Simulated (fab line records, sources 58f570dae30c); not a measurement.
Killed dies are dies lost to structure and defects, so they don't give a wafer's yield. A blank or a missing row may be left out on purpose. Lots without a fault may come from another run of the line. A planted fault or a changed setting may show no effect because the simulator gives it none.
Chamber matching | flow berkeley_cmos170 | UCB170_GATE_ETCH_15 on rie_si-01: 4 sister chambers
The step etches poly-Si in HBr/Cl2, stops on SiO2, time 56.3 s, target depth 278.2 nm. 18 wafers are shown with their chamber, then 9 later ones without.

WAFERS WITH THEIR CHAMBER
wafer  | chamber | throttle_valve_pct (%) | drypump_motor_current_A (A) | oes_product_au (a.u.)
L846.2 | 1       | 26.79                  | 5.9                         | 0.843
L846.5 | 1       | 26.80                  | 5.9                         | 0.841
L846.6 | 0       | 26.13                  | 5.9                         | 0.857
L848.1 | 1       | 26.79                  | 6.0                         | 0.833
L848.2 | 3       | 26.31                  | 5.7                         | 0.832
L848.5 | 3       | 26.32                  | 5.7                         | 0.843
L852.1 | 2       | 26.42                  | 5.1                         | 0.855
L852.3 | 3       | 26.32                  | 5.7                         | 0.844
L852.5 | 3       | 26.31                  | 5.7                         | 0.841
L853.1 | 2       | 26.42                  | 5.1                         | 0.849
L853.2 | 0       | 26.13                  | 6.0                         | 0.849
L853.3 | 1       | 26.79                  | 6.0                         | 0.848
L857.1 | 1       | 26.79                  | 6.0                         | 0.844
L857.4 | 2       | 26.42                  | 5.1                         | 0.848
L857.5 | 1       | 26.81                  | 5.9                         | 0.851
L855.2 | 0       | 26.14                  | 5.9                         | 0.856
L855.3 | 2       | 26.42                  | 5.1                         | 0.846
L855.4 | 3       | 26.32                  | 5.7                         | 0.839

SIGNATURES (means of the wafers above)
reading                 | chamber 0 | chamber 1 | chamber 2 | chamber 3 | scatter within a chamber
throttle_valve_pct      | 26.1333   | 26.7950   | 26.4200   | 26.3160   | 0.00619
drypump_motor_current_A | 5.933     | 5.950     | 5.100     | 5.700     | 0.0393
oes_product_au          | 0.85400   | 0.84333   | 0.84950   | 0.83980   | 0.00512
Rule: a wafer's distance from a chamber is the root of the sum, over the readings, of the square of ((its reading less the chamber's mean) divided by the reading's scatter). The wafer belongs to the nearest chamber; if the next one is less than 2 further off, it can't be placed. The scatter: the root of (the sum of the squares of (reading less its chamber's mean) over the shown wafers, divided by (wafers less chambers)).

WAFERS WITHOUT THEIR CHAMBER
wafer  | throttle_valve_pct (%) | drypump_motor_current_A (A) | oes_product_au (a.u.)
L865.1 | 26.80                  | 5.9                         | 0.838
L865.3 | 26.12                  | 5.9                         | 0.860
L865.6 | 26.33                  | 5.7                         | 0.835
L863.2 | 26.13                  | 6.0                         | 0.862
L863.3 | 26.78                  | 6.0                         | 0.837
L863.6 | 26.40                  | 5.1                         | 0.854
L866.4 | 26.79                  | 5.9                         | 0.826
L866.5 | 26.32                  | 5.7                         | 0.837
L866.6 | 26.40                  | 5.1                         | 0.854

WHICH CHAMBER EACH WENT THROUGH
wafer  | from the rows above | in truth
L865.1 | 1                   | 1
L865.3 | 0                   | 0
L865.6 | 3                   | 3
L863.2 | 0                   | 0
L863.3 | 1                   | 1
L863.6 | 2                   | 2
L866.4 | 1                   | 1
L866.5 | 3                   | 3
L866.6 | 2                   | 2
Placed correctly: 9 of 9. Can't be placed from these rows: 0. Placed wrongly: 0.
